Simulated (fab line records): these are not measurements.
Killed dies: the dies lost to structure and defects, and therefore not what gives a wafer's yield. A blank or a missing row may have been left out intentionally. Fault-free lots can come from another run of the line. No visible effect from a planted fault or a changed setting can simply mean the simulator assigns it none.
Which of the tools did it? | flow berkeleyCmos170 | 24 lots with 72 wafers sampled at 6 steps, on a route of 331 steps

WHAT EACH GAUGE READ, for each wafer
UCB170_NWELL_THK_MEAS_05.
lot  | measured    | on           | NWELL_NITRIDE_THK (nm)
L074 | day 2 10:56 | filmMetro-04 | 221.8 221.4 219.9
L075 | day 2 18:33 | filmMetro-04 | 225.3 221.5 223.8
L076 | day 2 23:14 | filmMetro-04 | 222.3 221.9 223.0
L077 | day 2 23:14 | filmMetro-01 | 223.1 222.0 222.8
L078 | day 3 07:17 | filmMetro-01 | 224.7 224.0 224.0
L079 | day 3 12:01 | filmMetro-03 | 226.4 223.7 224.2
L080 | day 3 12:01 | filmMetro-04 | 221.7 219.1 220.0
L081 | day 3 21:58 | filmMetro-03 | 223.9 223.0 221.7
L082 | day 4 01:49 | filmMetro-04 | 223.6 224.0 224.6
L083 | day 4 08:43 | filmMetro-03 | 221.2 222.0 221.1
L084 | day 4 08:44 | filmMetro-04 | 221.2 220.6 223.5
L085 | day 4 18:28 | filmMetro-03 | 224.0 222.6 222.9
L086 | day 5 00:47 | filmMetro-04 | 228.3 227.3 227.3
L087 | day 5 00:49 | filmMetro-03 | 227.5 225.5 227.1
L088 | day 5 10:59 | filmMetro-04 | 223.2 222.1 222.5
L090 | day 5 15:31 | filmMetro-04 | 224.7 222.9 223.0
L089 | day 5 15:31 | filmMetro-01 | 224.8 223.1 225.1
L092 | day 6 03:49 | filmMetro-01 | 225.3 225.1 225.7
L091 | day 6 03:51 | filmMetro-03 | 221.9 223.7 222.5
L093 | day 6 18:17 | filmMetro-03 | 224.4 225.1 225.2
L094 | day 6 18:17 | filmMetro-04 | 223.8 224.0 224.6
L095 | day 7 01:07 | filmMetro-04 | 223.8 222.6 221.9
L096 | day 7 01:07 | filmMetro-01 | 222.1 223.7 222.3
L097 | day 7 09:06 | filmMetro-04 | 225.9 222.8 225.1

UCB170_SACOX_THK_MEAS_02.
lot  | measured     | on           | SACOX_OXIDE_THK (nm)
L074 | day 5 09:35  | filmMetro-01 | 14.89 14.53 14.75
L075 | day 6 08:58  | filmMetro-01 | 14.81 14.64 14.66
L076 | day 6 08:58  | filmMetro-02 | 14.54 14.39 14.34
L077 | day 6 08:55  | filmMetro-02 | 14.06 14.22 14.26
L078 | day 6 08:54  | filmMetro-01 | 14.47 14.47 14.36
L079 | day 7 00:47  | filmMetro-01 | 14.59 14.78 14.55
L080 | day 7 00:47  | filmMetro-04 | 14.37 14.54 14.47
L081 | day 7 06:23  | filmMetro-04 | 14.06 14.12 14.28
L082 | day 7 11:35  | filmMetro-01 | 14.54 14.65 14.42
L083 | day 7 21:43  | filmMetro-02 | 14.56 14.90 14.53
L084 | day 7 21:44  | filmMetro-04 | 14.63 14.59 14.47
L085 | day 8 04:44  | filmMetro-04 | 14.69 14.78 14.73
L086 | day 8 04:43  | filmMetro-02 | 14.42 14.34 14.35
L087 | day 8 04:44  | filmMetro-01 | 14.25 14.37 14.39
L088 | day 8 21:34  | filmMetro-01 | 14.19 14.19 14.19
L090 | day 8 21:30  | filmMetro-01 | 14.25 14.15 14.47
L089 | day 8 21:31  | filmMetro-04 | 14.49 14.40 14.25
L092 | day 9 15:07  | filmMetro-02 | 14.77 14.74 14.47
L091 | day 9 15:08  | filmMetro-04 | 14.49 14.72 14.71
L093 | day 10 00:47 | filmMetro-01 | 13.96 14.09 13.92
L094 | day 10 00:51 | filmMetro-01 | 14.35 14.51 14.53
L095 | day 10 13:08 | filmMetro-02 | 14.39 14.31 14.26
L096 | day 10 13:09 | filmMetro-04 | 14.81 14.74 14.71
L097 | day 10 13:12 | filmMetro-02 | 14.05 13.95 14.12

UCB170_M1_CD_MEAS_90: the cd target is 700 nm.
lot  | measured     | on       | cdNm (nm)
L074 | day 7 23:41  | cdSem-01 | 698.7 697.5 696.6
L075 | day 8 14:01  | cdSem-01 | 702.1 702.8 702.3
L076 | day 8 12:43  | cdSem-01 | 701.7 703.6 699.0
L077 | day 8 15:56  | cdSem-02 | 701.4 703.2 699.4
L078 | day 8 14:15  | cdSem-02 | 700.5 699.9 697.8
L079 | day 9 05:40  | cdSem-02 | 706.1 699.7 698.8
L080 | day 9 05:07  | cdSem-01 | 701.6 699.3 700.7
L081 | day 9 10:22  | cdSem-02 | 700.2 697.3 701.3
L082 | day 9 11:11  | cdSem-01 | 701.0 702.1 703.1
L083 | day 10 07:08 | cdSem-01 | 700.4 699.5 701.9
L084 | day 10 08:31 | cdSem-01 | 700.2 699.0 703.4
L085 | day 10 16:38 | cdSem-01 | 701.7 703.1 701.1
L086 | day 10 18:31 | cdSem-01 | 702.9 701.8 703.2
L087 | day 10 18:27 | cdSem-02 | 699.1 699.3 699.3
L088 | day 11 09:11 | cdSem-02 | 695.8 696.8 694.5
L090 | day 11 05:25 | cdSem-01 | 698.1 695.5 698.6
L089 | day 11 10:02 | cdSem-01 | 702.8 702.1 702.1
L092 | day 11 15:04 | cdSem-01 | 699.6 698.8 701.5
L091 | day 11 14:34 | cdSem-01 | 699.7 697.6 696.7
L093 | day 11 22:18 | cdSem-02 | 701.4 702.0 700.9
L094 | day 11 22:50 | cdSem-02 | 698.0 702.3 700.7
L095 | day 12 19:14 | cdSem-01 | 702.0 697.2 697.8
L096 | day 12 17:25 | cdSem-01 | 700.0 700.5 700.2
L097 | day 12 16:40 | cdSem-01 | 698.9 697.6 699.2

UCB170_M3_CD_MEAS_15: the cd target is 700 nm.
lot  | measured     | on       | cdNm (nm)
L074 | day 8 17:44  | cdSem-02 | 697.0 697.6 695.7
L075 | day 9 04:28  | cdSem-01 | 698.6 700.2 699.3
L076 | day 9 03:48  | cdSem-02 | 699.3 701.2 699.8
L077 | day 9 05:00  | cdSem-02 | 702.1 702.4 701.6
L078 | day 9 04:44  | cdSem-01 | 700.0 700.2 700.5
L079 | day 9 21:44  | cdSem-01 | 699.9 699.9 698.0
L080 | day 9 16:58  | cdSem-02 | 698.9 700.3 699.8
L081 | day 10 02:16 | cdSem-01 | 698.9 701.9 700.6
L082 | day 10 04:19 | cdSem-01 | 698.3 700.2 699.0
L083 | day 10 19:10 | cdSem-02 | 697.9 698.1 699.2
L084 | day 10 20:58 | cdSem-01 | 699.9 701.2 700.7
L085 | day 11 07:30 | cdSem-01 | 703.2 702.1 702.4
L086 | day 11 13:40 | cdSem-02 | 698.4 699.2 699.1
L087 | day 11 08:33 | cdSem-01 | 699.0 700.0 699.4
L088 | day 11 20:43 | cdSem-01 | 700.5 699.5 700.1
L090 | day 11 18:08 | cdSem-01 | 700.7 700.0 699.5
L089 | day 11 22:10 | cdSem-02 | 699.2 699.5 700.5
L092 | day 12 04:11 | cdSem-02 | 698.6 698.7 701.0
L091 | day 12 02:01 | cdSem-02 | 699.8 699.7 698.4
L093 | day 12 11:39 | cdSem-02 | 704.2 701.8 703.1
L094 | day 12 12:50 | cdSem-02 | 699.0 699.6 698.9
L095 | day 13 08:43 | cdSem-02 | 700.8 702.2 700.5
L096 | day 13 07:40 | cdSem-02 | 700.6 701.5 699.8
L097 | day 13 07:01 | cdSem-01 | 699.9 699.2 699.7

WHAT TOOL EACH LOT RAN ON (gives the tool, then ch and the chambers of the sampled wafers, and finally the start)
lot  | UCB170_SDANNEAL_RTA_01          | UCB170_CONTACT_STRIP_19
L074 | rtpAnneal-01 ch 0, day 7 15:25  | plasmaAsher-01 ch 0,1, day 7 21:25
L075 | rtpAnneal-02 ch 0, day 8 04:47  | plasmaAsher-03 ch 0,1, day 8 11:17
L076 | rtpAnneal-02 ch 0, day 8 04:59  | plasmaAsher-03 ch 0,1, day 8 10:17
L077 | rtpAnneal-01 ch 0, day 8 05:26  | plasmaAsher-01 ch 0,1, day 8 13:02
L078 | rtpAnneal-01 ch 0, day 8 04:47  | plasmaAsher-03 ch 0,1, day 8 11:28
L079 | rtpAnneal-01 ch 0, day 8 22:00  | plasmaAsher-02 ch 0,1, day 9 03:45
L080 | rtpAnneal-02 ch 0, day 8 21:36  | plasmaAsher-01 ch 0,1, day 9 03:01
L081 | rtpAnneal-02 ch 0, day 9 03:08  | plasmaAsher-02 ch 0,1, day 9 08:18
L082 | rtpAnneal-01 ch 0, day 9 03:44  | plasmaAsher-01 ch 0,1, day 9 09:17
L083 | rtpAnneal-02 ch 0, day 10 00:05 | plasmaAsher-02 ch 0,1, day 10 05:01
L084 | rtpAnneal-01 ch 0, day 10 00:56 | plasmaAsher-01 ch 0,1, day 10 06:10
L085 | rtpAnneal-02 ch 0, day 10 09:23 | plasmaAsher-03 ch 0,1, day 10 14:38
L086 | rtpAnneal-02 ch 0, day 10 09:49 | plasmaAsher-02 ch 1, day 10 15:45
L087 | rtpAnneal-01 ch 0, day 10 09:40 | plasmaAsher-03 ch 0,1, day 10 15:40
L088 | rtpAnneal-01 ch 0, day 10 22:20 | plasmaAsher-03 ch 0,1, day 11 06:49
L090 | rtpAnneal-01 ch 0, day 10 21:47 | plasmaAsher-01 ch 0,1, day 11 02:50
L089 | rtpAnneal-02 ch 0, day 10 22:10 | plasmaAsher-03 ch 0,1, day 11 07:05
L092 | rtpAnneal-01 ch 0, day 11 07:00 | plasmaAsher-01 ch 0,1, day 11 12:34
L091 | rtpAnneal-02 ch 0, day 11 06:15 | plasmaAsher-01 ch 0,1, day 11 12:10
L093 | rtpAnneal-02 ch 0, day 11 14:37 | plasmaAsher-01 ch 0,1, day 11 20:04
L094 | rtpAnneal-01 ch 0, day 11 14:50 | plasmaAsher-01 ch 0,1, day 11 20:48
L095 | rtpAnneal-02 ch 0, day 12 10:54 | plasmaAsher-03 ch 0,1, day 12 17:05
L096 | rtpAnneal-01 ch 0, day 12 09:50 | plasmaAsher-01 ch 0,1, day 12 15:23
L097 | rtpAnneal-02 ch 0, day 12 09:39 | plasmaAsher-01 ch 0,1, day 12 14:40
- UCB170_SDANNEAL_RTA_01: time 5 s.
- UCB170_CONTACT_STRIP_19: strips in O2.

AS READ BY THE TOOLS THEMSELVES (means over the sampled wafers that have a number; for cases with no such wafer, the mark the record gives instead)
UCB170_SDANNEAL_RTA_01.
lot  | tool         | chamberO2Ppm | lampPowerPct (%) | wafer_temp_C_max
L074 | rtpAnneal-01 | 2.016        | 33.81            | 1057.0
L075 | rtpAnneal-02 | 2.000        | 33.75            | 1053.7
L076 | rtpAnneal-02 | 2.003        | 33.76            | 1054.2
L077 | rtpAnneal-01 | 2.012        | 33.81            | 1056.6
L078 | rtpAnneal-01 | 1.988        | 33.81            | 1056.6
L079 | rtpAnneal-01 | 1.995        | 33.83            | 1057.2
L080 | rtpAnneal-02 | 2.028        | 33.76            | 1053.2
L081 | rtpAnneal-02 | 2.020        | 33.73            | 1054.2
L082 | rtpAnneal-01 | 1.987        | 33.82            | 1055.9
L083 | rtpAnneal-02 | 2.016        | 33.78            | 1054.3
L084 | rtpAnneal-01 | 2.026        | 33.81            | 1057.2
L085 | rtpAnneal-02 | 2.005        | 33.76            | 1053.7
L086 | rtpAnneal-02 | 1.995        | 33.76            | 1053.8
L087 | rtpAnneal-01 | 2.012        | 33.83            | 1056.9
L088 | rtpAnneal-01 | 2.030        | 33.83            | 1056.5
L090 | rtpAnneal-01 | 1.997        | 33.83            | 1056.5
L089 | rtpAnneal-02 | 1.989        | 33.77            | 1054.1
L092 | rtpAnneal-01 | 1.974        | 33.82            | 1055.8
L091 | rtpAnneal-02 | 1.987        | 33.75            | 1054.0
L093 | rtpAnneal-02 | 1.990        | 33.76            | 1052.6
L094 | rtpAnneal-01 | 2.016        | 33.81            | 1056.8
L095 | rtpAnneal-02 | 2.010        | 33.78            | 1053.3
L096 | rtpAnneal-01 | 1.983        | 33.81            | 1057.8
L097 | rtpAnneal-02 | 2.002        | 33.73            | 1053.4

UCB170_CONTACT_STRIP_19.
lot  | tool           | drypumpMotorCurrentA (A) | o2FlowSccm (sccm) | oesProductAu (a.u.)
L074 | plasmaAsher-01 | 5.62                     | 400.1             | 0.725
L075 | plasmaAsher-03 | 5.51                     | 400.6             | 0.725
L076 | plasmaAsher-03 | 5.50                     | 400.3             | 0.722
L077 | plasmaAsher-01 | 5.62                     | 400.0             | 0.726
L078 | plasmaAsher-03 | 5.58                     | 399.1             | 0.728
L079 | plasmaAsher-02 | 5.41                     | 398.7             | 0.723
L080 | plasmaAsher-01 | 5.76                     | 401.4             | 0.724
L081 | plasmaAsher-02 | 5.59                     | 400.2             | 0.723
L082 | plasmaAsher-01 | 5.62                     | 400.2             | 0.726
L083 | plasmaAsher-02 | 5.57                     | 400.7             | 0.725
L084 | plasmaAsher-01 | 5.76                     | 398.8             | 0.723
L085 | plasmaAsher-03 | 5.58                     | 400.2             | 0.727
L086 | plasmaAsher-02 | 5.75                     | 402.1             | 0.726
L087 | plasmaAsher-03 | 5.58                     | 399.4             | 0.726
L088 | plasmaAsher-03 | 5.51                     | 400.2             | 0.724
L090 | plasmaAsher-01 | 5.76                     | 400.4             | 0.720
L089 | plasmaAsher-03 | 5.51                     | 399.2             | 0.723
L092 | plasmaAsher-01 | 5.76                     | 399.5             | 0.726
L091 | plasmaAsher-01 | 5.61                     | 400.6             | 0.726
L093 | plasmaAsher-01 | 5.74                     | 401.0             | 0.725
L094 | plasmaAsher-01 | 5.75                     | 399.3             | 0.724
L095 | plasmaAsher-03 | 5.59                     | 401.1             | 0.728
L096 | plasmaAsher-01 | 5.76                     | 401.0             | 0.726
L097 | plasmaAsher-01 | 5.75                     | 401.6             | 0.730

THE ANSWER, worked out from the rows above alone
Rule: the usual values come from the lots themselves. The widest of any qualifying gaps counts: lots, ordered by their means at a reading, are off when they make up no more than a third of the lots, leave a main group of 4 or more, and stand apart from it by 3 or more times the standard deviation of that group's means. A main group whose means are all the same, to the digits that the tables above print for the reading, isn't used. Also off: a lot with no number at a reading for which 4 or more lots have one. All remaining lots with rows at the step are treated as sound. The gauges are gone through in route order, then the tools' own readings, and for those a lot's mean is taken as printed above. At the first step where some lot is off, the reading lying furthest off is the one used; lots without a number count as furthest.
No lot is off at any reading shown: from this, nothing can be told.

WHAT THE SIMULATOR PUT IN
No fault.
